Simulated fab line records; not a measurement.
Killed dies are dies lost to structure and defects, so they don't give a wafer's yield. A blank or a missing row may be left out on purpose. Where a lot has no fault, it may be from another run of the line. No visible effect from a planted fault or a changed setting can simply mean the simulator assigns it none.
Chamber matching -- flow berkeley_cmos170 -- UCB170_V2_CMP_02 on cmp-02 has 4 sister chambers
The step polishes SiO2. 24 wafers are shown with their chamber, then 12 later ones without.

== WAFERS WITH THEIR CHAMBER ==
wafer,chamber,motor_current_A (A),slurry_filter_dp_kPa (kPa)
L311.2,2,17.1,13.38
L311.3,3,14.7,13.32
L311.5,3,14.5,13.59
L310.3,2,17.9,13.32
L310.4,1,17.5,13.37
L310.6,1,18.6,13.77
L313.1,0,13.6,13.41
L313.3,3,15.0,13.36
L313.4,2,17.4,13.47
L314.2,1,17.9,13.42
L314.3,3,15.2,13.42
L314.5,3,15.1,13.49
L315.1,2,17.6,13.67
L315.5,3,15.3,13.31
L315.6,2,18.2,13.50
L318.2,1,18.7,13.41
L318.3,0,12.5,13.41
L318.5,2,16.8,13.35
L317.3,0,13.0,13.43
L317.4,2,17.3,13.50
L317.5,3,14.2,13.42
L321.1,1,18.4,13.15
L321.3,2,16.7,13.54
L321.6,1,17.9,13.52

SIGNATURES, as means of the wafers listed above
reading,chamber 0,chamber 1,chamber 2,chamber 3,scatter within a chamber
motor_current_A,13.033,18.167,17.375,14.857,0.478
slurry_filter_dp_kPa,13.4167,13.4400,13.4663,13.4157,0.134
Rule: a wafer lies at a distance from a chamber equal to the root of the sum of squares, over the readings, of (its reading less the chamber's mean, divided by the reading's scatter). If the next closest chamber is less than 2 further off than the closest, the wafer can't be placed; otherwise it belongs to the closest. The scatter: the root of (the sum of the squares of (reading less its chamber's mean) over the shown wafers, divided by (wafers less chambers)).

== WAFERS MISSING THEIR CHAMBER ==
wafer,motor_current_A (A),slurry_filter_dp_kPa (kPa)
L326.4,16.5,13.59
L326.5,14.5,13.68
L326.6,13.8,13.43
L327.1,15.3,13.52
L327.2,13.8,13.69
L327.4,18.5,13.59
L329.2,13.7,13.40
L329.4,14.7,13.57
L329.5,17.7,13.75
L331.1,17.4,13.67
L331.3,17.3,13.72
L331.5,15.0,13.49

== THE CHAMBER EACH PASSED THROUGH ==
wafer,from the rows above,in truth
L326.4,can't be placed: 2 or 1 or 3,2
L326.5,can't be placed: 3 or 0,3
L326.6,can't be placed: 0 or 3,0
L327.1,3,3
L327.2,can't be placed: 0 or 3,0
L327.4,can't be placed: 1 or 2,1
L329.2,can't be placed: 0 or 3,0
L329.4,3,3
L329.5,can't be placed: 2 or 1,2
L331.1,can't be placed: 2 or 1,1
L331.3,can't be placed: 2 or 1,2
L331.5,3,3
Correctly placed: 3 of 12. Cannot be placed on the basis of these rows: 9; the candidates contain the true chamber in 9. Wrongly placed: 0.
